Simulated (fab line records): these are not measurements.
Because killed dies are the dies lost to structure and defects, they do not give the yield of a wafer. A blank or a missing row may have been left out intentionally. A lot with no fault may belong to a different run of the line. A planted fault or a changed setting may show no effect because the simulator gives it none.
Commonality check across tools || flow berkeleyCmos170 || 15 lots, 54 wafers sampled

== WHY IT WAS OPENED ==
UCB170_NWELL_TW_MEAS_16, reading NWELL_TW: flagged on 3 of 15 lots. Fault-free wafers read 1246, with a standard deviation of 7.7.
Rule: a lot gets a flag if all its wafers with a number sit over 4 standard deviations from that mean, or if no wafer of it has a number. All remaining lots are regarded as sound.

{"lot": "L753", "measured": "day 2 15:36", "on": "filmMetro-04", "NWELL_TW, wafer by wafer": "1259 1249 1253", "flag": ""}
{"lot": "L754", "measured": "day 2 15:41", "on": "filmMetro-04", "NWELL_TW, wafer by wafer": "1248 1253 1260", "flag": ""}
{"lot": "L758", "measured": "day 3 11:11", "on": "filmMetro-01", "NWELL_TW, wafer by wafer": "1252 1255 1250", "flag": ""}
{"lot": "L757", "measured": "day 3 11:14", "on": "filmMetro-03", "NWELL_TW, wafer by wafer": "1236 1232 1240", "flag": ""}
{"lot": "L756", "measured": "day 3 11:25", "on": "filmMetro-01", "NWELL_TW, wafer by wafer": "1251 1254 1252", "flag": ""}
{"lot": "L759", "measured": "day 3 19:45", "on": "filmMetro-03", "NWELL_TW, wafer by wafer": "1235 1236 1239", "flag": ""}
{"lot": "L760", "measured": "day 4 05:32", "on": "filmMetro-03", "NWELL_TW, wafer by wafer": "1240 1241 1234", "flag": ""}
{"lot": "L761", "measured": "day 4 05:35", "on": "filmMetro-03", "NWELL_TW, wafer by wafer": "1548 1554 1547 1547 1539 1548", "flag": "FLAGGED"}
{"lot": "L762", "measured": "day 4 06:02", "on": "filmMetro-03", "NWELL_TW, wafer by wafer": "1547 1546 1545 1548 1542 1544", "flag": "FLAGGED"}
{"lot": "L768", "measured": "day 5 12:31", "on": "filmMetro-01", "NWELL_TW, wafer by wafer": "1565 1565 1564 1570 1569 1565", "flag": "FLAGGED"}
{"lot": "L773", "measured": "day 6 14:54", "on": "filmMetro-04", "NWELL_TW, wafer by wafer": "1251 1253 1251", "flag": ""}
{"lot": "L772", "measured": "day 6 15:08", "on": "filmMetro-01", "NWELL_TW, wafer by wafer": "1247 1250 1239", "flag": ""}
{"lot": "L774", "measured": "day 7 03:01", "on": "filmMetro-01", "NWELL_TW, wafer by wafer": "1262 1251 1250", "flag": ""}
{"lot": "L775", "measured": "day 7 08:27", "on": "filmMetro-03", "NWELL_TW, wafer by wafer": "1235 1240 1243", "flag": ""}
{"lot": "L776", "measured": "day 7 14:29", "on": "filmMetro-01", "NWELL_TW, wafer by wafer": "1257 1252 1262", "flag": ""}
Average over the flagged lots: 1553; offset from the usual +307, equal to +40 standard deviations.

== LOT BY LOT: THE TOOL USED ==
The record holds 1 process step before the reading, out of a route of 331 steps. Every cell lists first the tool, next ch and the chambers used by the sampled wafers, and last the start.
{"lot": "L753", "flag": "", "UCB170_NWELL_IMPLANT_14": "implanter-02 ch 0, day 2 15:21"}
{"lot": "L754", "flag": "", "UCB170_NWELL_IMPLANT_14": "implanter-01 ch 0, day 2 15:26"}
{"lot": "L758", "flag": "", "UCB170_NWELL_IMPLANT_14": "implanter-04 ch 0, day 3 10:56"}
{"lot": "L757", "flag": "", "UCB170_NWELL_IMPLANT_14": "implanter-01 ch 0, day 3 10:59"}
{"lot": "L756", "flag": "", "UCB170_NWELL_IMPLANT_14": "implanter-02 ch 0, day 3 11:13"}
{"lot": "L759", "flag": "", "UCB170_NWELL_IMPLANT_14": "implanter-01 ch 0, day 3 19:31"}
{"lot": "L760", "flag": "", "UCB170_NWELL_IMPLANT_14": "implanter-04 ch 0, day 4 05:18"}
{"lot": "L761", "flag": "FLAGGED", "UCB170_NWELL_IMPLANT_14": "implanter-01 ch 0, day 4 05:01"}
{"lot": "L762", "flag": "FLAGGED", "UCB170_NWELL_IMPLANT_14": "implanter-02 ch 0, day 4 05:28"}
{"lot": "L768", "flag": "FLAGGED", "UCB170_NWELL_IMPLANT_14": "implanter-02 ch 0, day 5 11:54"}
{"lot": "L773", "flag": "", "UCB170_NWELL_IMPLANT_14": "implanter-01 ch 0, day 6 14:39"}
{"lot": "L772", "flag": "", "UCB170_NWELL_IMPLANT_14": "implanter-04 ch 0, day 6 14:53"}
{"lot": "L774", "flag": "", "UCB170_NWELL_IMPLANT_14": "implanter-01 ch 0, day 7 02:46"}
{"lot": "L775", "flag": "", "UCB170_NWELL_IMPLANT_14": "implanter-02 ch 0, day 7 08:12"}
{"lot": "L776", "flag": "", "UCB170_NWELL_IMPLANT_14": "implanter-02 ch 0, day 7 14:16"}
What is done by these steps:
- UCB170_NWELL_IMPLANT_14
- UCB170_NWELL_TW_MEAS_16

== FLAGGED OVER TOTAL, TOOL BY TOOL (the gauges that took the reading come last) ==
{"step": "UCB170_NWELL_IMPLANT_14", "tool": "implanter-01", "lots run": 6, "flagged": 1, "share of the flagged lots": "some", "sound lots run after its first flagged lot": "2 (L773,L774)"}
{"step": "UCB170_NWELL_IMPLANT_14", "tool": "implanter-02", "lots run": 6, "flagged": 2, "share of the flagged lots": "some", "sound lots run after its first flagged lot": "2 (L775,L776)"}
{"step": "UCB170_NWELL_IMPLANT_14", "tool": "implanter-04", "lots run": 3, "flagged": 0, "share of the flagged lots": "none", "sound lots run after its first flagged lot": "-"}
{"step": "UCB170_NWELL_TW_MEAS_16", "tool": "filmMetro-01", "lots run": 6, "flagged": 1, "share of the flagged lots": "some", "sound lots run after its first flagged lot": "3 (L772,L774,L776)"}
{"step": "UCB170_NWELL_TW_MEAS_16", "tool": "filmMetro-03", "lots run": 6, "flagged": 2, "share of the flagged lots": "some", "sound lots run after its first flagged lot": "1 (L775)"}
{"step": "UCB170_NWELL_TW_MEAS_16", "tool": "filmMetro-04", "lots run": 3, "flagged": 0, "share of the flagged lots": "none", "sound lots run after its first flagged lot": "-"}

== WHAT IS ALLOWED BY THE TABLE ==
No row of the table ran every flagged lot.

== WHAT THE SIMULATOR HAD INSERTED ==
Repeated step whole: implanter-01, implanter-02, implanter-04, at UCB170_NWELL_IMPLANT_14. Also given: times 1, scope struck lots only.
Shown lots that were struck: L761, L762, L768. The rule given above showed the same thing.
